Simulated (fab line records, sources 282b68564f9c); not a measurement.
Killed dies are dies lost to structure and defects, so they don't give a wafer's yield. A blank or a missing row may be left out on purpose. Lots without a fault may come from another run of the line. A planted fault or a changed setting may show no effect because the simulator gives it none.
Which tool did it? | flow rit_cmos | 14 lots, 42 wafers sampled, at 2 steps of a route of 202

WHAT THE GAUGES READ, wafer by wafer
RIT_ACTIVE_THK_MEAS_02.
lot  | measured    | on            | ACTIVE_OXIDE_THK (nm)
L928 | day 1 12:03 | film_metro-03 | 46.9 46.9 47.3
L929 | day 1 17:03 | film_metro-03 | 46.8 45.9 46.0
L930 | day 1 22:04 | film_metro-03 | 46.2 45.5 46.0
L931 | day 2 03:03 | film_metro-03 | 45.7 46.7 47.4
L934 | day 2 18:05 | film_metro-01 | 46.3 47.0 47.6
L936 | day 3 04:04 | film_metro-04 | 44.3 44.3 45.0
L938 | day 3 14:04 | film_metro-04 | 46.7 45.7 46.6
L939 | day 3 19:04 | film_metro-03 | 46.6 46.9 46.4
L940 | day 4 00:04 | film_metro-03 | 45.0 46.6 46.7
L941 | day 4 05:03 | film_metro-03 | 37.1 36.2 37.1
L944 | day 4 20:56 | film_metro-04 | 36.1 37.4 37.2
L947 | day 5 12:09 | film_metro-04 | 46.6 47.0 47.1
L950 | day 6 03:13 | film_metro-04 | 46.2 45.5 45.4
L951 | day 6 07:23 | film_metro-03 | 46.3 46.0 45.2

WHICH TOOL RAN EACH LOT (tool, then ch and the chambers of the sampled wafers, then the start)
lot  | RIT_ACTIVE_OXIDATION_01
L928 | furnace-01 ch 0, day 1 10:07
L929 | furnace-02 ch 0, day 1 15:07
L930 | furnace-03 ch 0, day 1 20:07
L931 | furnace-02 ch 0, day 2 01:07
L934 | furnace-03 ch 0, day 2 16:07
L936 | furnace-02 ch 0, day 3 02:07
L938 | furnace-01 ch 0, day 3 12:07
L939 | furnace-03 ch 0, day 3 17:07
L940 | furnace-01 ch 0, day 3 22:07
L941 | furnace-01 ch 0, day 4 03:07
L944 | furnace-01 ch 0, day 4 19:00
L947 | furnace-03 ch 0, day 5 10:11
L950 | furnace-02 ch 0, day 6 01:15
L951 | furnace-03 ch 0, day 6 05:27
- RIT_ACTIVE_OXIDATION_01: target thk 46.8 nm, ox time 3360 s.

WHAT THE TOOLS THEMSELVES READ (means of the sampled wafers that have a number; where no wafer has one, the mark that the record gives instead)
RIT_ACTIVE_OXIDATION_01.
lot  | tool       | spike_tc_centre_C (C) | spike_tc_load_C (C) | spike_tc_source_C (C) | tube_center_temp_C (C) | tube_center_temp_C_max | zone_power_centre_pct (%)
L928 | furnace-01 | 1002.0                | 1030                | 1024.3                | 1000                   | 1002.9                 | 49.4
L929 | furnace-02 | 1002.2                | 1031                | 1028.5                | 1000                   | 1002.7                 | 53.1
L930 | furnace-03 | 1003.7                | 1022                | 1028.5                | 1000                   | 1002.7                 | 52.8
L931 | furnace-02 | 1002.7                | 1031                | 1028.5                | 1000                   | 1002.9                 | 52.8
L934 | furnace-03 | 1004.7                | 1023                | 1027.6                | 1000                   | 1002.9                 | 53.2
L936 | furnace-02 | 1000.8                | 1030                | 1029.1                | 1000                   | 1002.0                 | 53.3
L938 | furnace-01 | 1001.1                | 1029                | 1023.8                | 1000                   | 1002.7                 | 49.4
L939 | furnace-03 | 1004.1                | 1023                | 1026.7                | 1000                   | 1002.4                 | 53.2
L940 | furnace-01 | 1002.0                | 1030                | 1024.6                | 1000                   | 1002.5                 | 48.8
L941 | furnace-01 | 976.3                 | 1005                | 998.5                 | 975                    | 977.3                  | 47.6
L944 | furnace-01 | 974.4                 | 1005                | 998.8                 | 975                    | 977.4                  | 47.9
L947 | furnace-03 | 1004.7                | 1023                | 1029.1                | 1000                   | 1002.3                 | 53.4
L950 | furnace-02 | 1001.8                | 1030                | 1028.7                | 1000                   | 1002.4                 | 52.8
L951 | furnace-03 | 1004.6                | 1023                | 1027.8                | 1000                   | 1002.8                 | 53.1

THE ANSWER, worked out from the rows above alone
Rule: what is usual is taken from the lots themselves. Put in order of their means at a reading, lots are off if they are a third of the lots or fewer, leave a main group of 4 or more, and stand apart from it by a gap of 3 or more times the standard deviation of the main group's means; of several such gaps the widest counts. A main group whose means are all the same, to the digits that the tables above print for the reading, isn't used. A lot without any number at a reading at which 4 lots or more have one is off too. The other lots that the step has rows for count as sound. The gauges are gone through in route order, then the tools' own readings, and for those a lot's mean is taken as printed above. The first step at which some lot is off is used, and at that step the reading that is off furthest; a lot without a number counts as furthest.
Off: L941, L944, at RIT_ACTIVE_THK_MEAS_02 (ACTIVE_OXIDE_THK). The main group: mean 46.2 nm, standard deviation 0.67.
A tool fits if, at a process step before that reading, it ran every lot that is off, and no sound lot after the first of them. The gauges at RIT_ACTIVE_THK_MEAS_02 aren't tried: what is off there is off at RIT_ACTIVE_OXIDATION_01 too, on other tools, and a gauge's error can't cause that. One fits: furnace-01 at RIT_ACTIVE_OXIDATION_01. Its last sound lot is L940 (day 3 22:07), its first lot that is off L941 (day 4 03:07): a fault that began between those two fits.
The tool's own readings at RIT_ACTIVE_OXIDATION_01 bear it out: on the lots that are off they differ by more than 5 times the standard deviation of the sound lots' means. spike_tc_centre_C reads 975.3 C there against 1002.9 C on the sound lots; spike_tc_load_C reads 1005 C there against 1027 C on the sound lots; spike_tc_source_C reads 998.6 C there against 1027.3 C on the sound lots; tube_center_temp_C reads 975 C there against 1000 C on the sound lots; tube_center_temp_C_max reads 977.3 there against 1002.6 on the sound lots.

WHAT THE SIMULATOR HAD PUT IN
Process parameter drift: furnace-01, from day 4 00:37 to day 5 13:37, at RIT_ACTIVE_OXIDATION_01. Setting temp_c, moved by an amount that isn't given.
Lots struck among those shown: L941, L944. The rule above found the same.
